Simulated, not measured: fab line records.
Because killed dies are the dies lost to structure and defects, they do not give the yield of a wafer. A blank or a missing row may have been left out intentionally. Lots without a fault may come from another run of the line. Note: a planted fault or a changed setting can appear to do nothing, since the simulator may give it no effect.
Problem report in the 8D (eight disciplines) form, filled by code + flow berkeley_cmos170 + the parts of the form that need people (team, actions taken, sign-off) are left out

## 1. WHAT WENT WRONG
At UCB170_V1_ETCH_14, rf_fwd_power_W averages 977.2 W over 2 wafers from 2 lots, while fault-free wafers read 698.3 W, standard deviation 2.1. So: +99 or more standard deviations from the usual mean.
The step: etches SiO2 in CHF3/CF4/Ar, stops on Al, target depth 1250 nm, time 291 s.
The first sign was on wafer L769.5 at day 12 09:34, on rie_diel-04. Wafers with a number at this step in the record: 42, from 14 lots. The rule behind "out" and "out of limits": a value lying over 4 standard deviations away from the usual mean. All remaining wafers that have a number are taken as sound.

## 2. WHAT IT IS, WHAT IT ISN'T
| question                    | is                | is not                                                                 |
|-----------------------------|-------------------|------------------------------------------------------------------------|
| which readings at this step | rf_fwd_power_W    | drypump_motor_current_A, oes_product_au, throttle_valve_pct            |
| which lots                  | L767, L769        | L748, L749, L750, L753, L754, L755, L757, L760, L761, L763, L764, L765 |
| which wafers of those lots  | L767.2, L769.5    | L767.3, L767.6, L769.3, L769.6                                         |
| read on which tools         | rie_diel-04       | rie_diel-01, rie_diel-02                                               |
| when                        | from day 12 09:34 | up to then (38 sound wafers); but 2 sound wafers of L767 came after    |

## 3. THE SUSPECTS, EACH WITH WHAT RULES IT OUT
Counting: any tool at a process step up to the reading remains a suspect provided it ran every lot that is out. Sound lots after the first of them don't rule it out here, since some wafers of a struck lot are sound.
- rie_diel-04 at UCB170_V1_ETCH_14 (etches SiO2 in CHF3/CF4/Ar, stops on Al, target depth 1250 nm, time 291 s): kept. Ran every lot that is out, first one L769 (day 12 09:34); last sound lot up to then L763 (day 11 13:12). Its own rf_fwd_power_W readings are out on those wafers.
- At UCB170_V1_ETCH_14, inside rie_diel-04: chamber 1 took the wafers that are out, while their sound lot-mates went through chambers 0, 2.
Remaining after the count: rie_diel-04 at UCB170_V1_ETCH_14.

## 4. THE CAUSE (what the simulator had put in)
rie_diel-04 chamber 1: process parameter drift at UCB170_V1_ETCH_14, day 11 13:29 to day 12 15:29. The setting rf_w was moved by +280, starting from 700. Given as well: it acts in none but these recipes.
The count eliminated every tool but this one.

## 5. SEQUENCE OF EFFECTS, ordered by route
Each row: a reading whose mean over the struck wafers that have a number lies more than 3 standard deviations from the usual. Readings are gone through only where the record gives a usual standard deviation; hours: the median, over the lots, of the time from a lot's start at the first step in this table giving one to that lot's start at this step; sigmas: the change measured in usual standard deviations.
| hours | step               | reading                  | usual   | on struck wafers | change | sigmas      |
|-------|--------------------|--------------------------|---------|------------------|--------|-------------|
| 0     | UCB170_V1_ETCH_14  | rf_fwd_power_W           | 698.3 W | 977.2            | +278.9 | +99 or more |
| 0     | UCB170_V1_STRIP_15 | strip_time_to_endpoint_s | 15.36 s | 14.15            | -1.21  | -13         |
Here are the process steps it includes:
- UCB170_V1_ETCH_14: etches SiO2 in CHF3/CF4/Ar, stops on Al, target depth 1250 nm, time 291 s.
- UCB170_V1_STRIP_15: strips in O2.

## 6. WHAT WOULD HAVE CAUGHT IT SOONER
In this record the first reading out of limits was taken at day 12 09:34, 20 hours after the fault began at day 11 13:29.
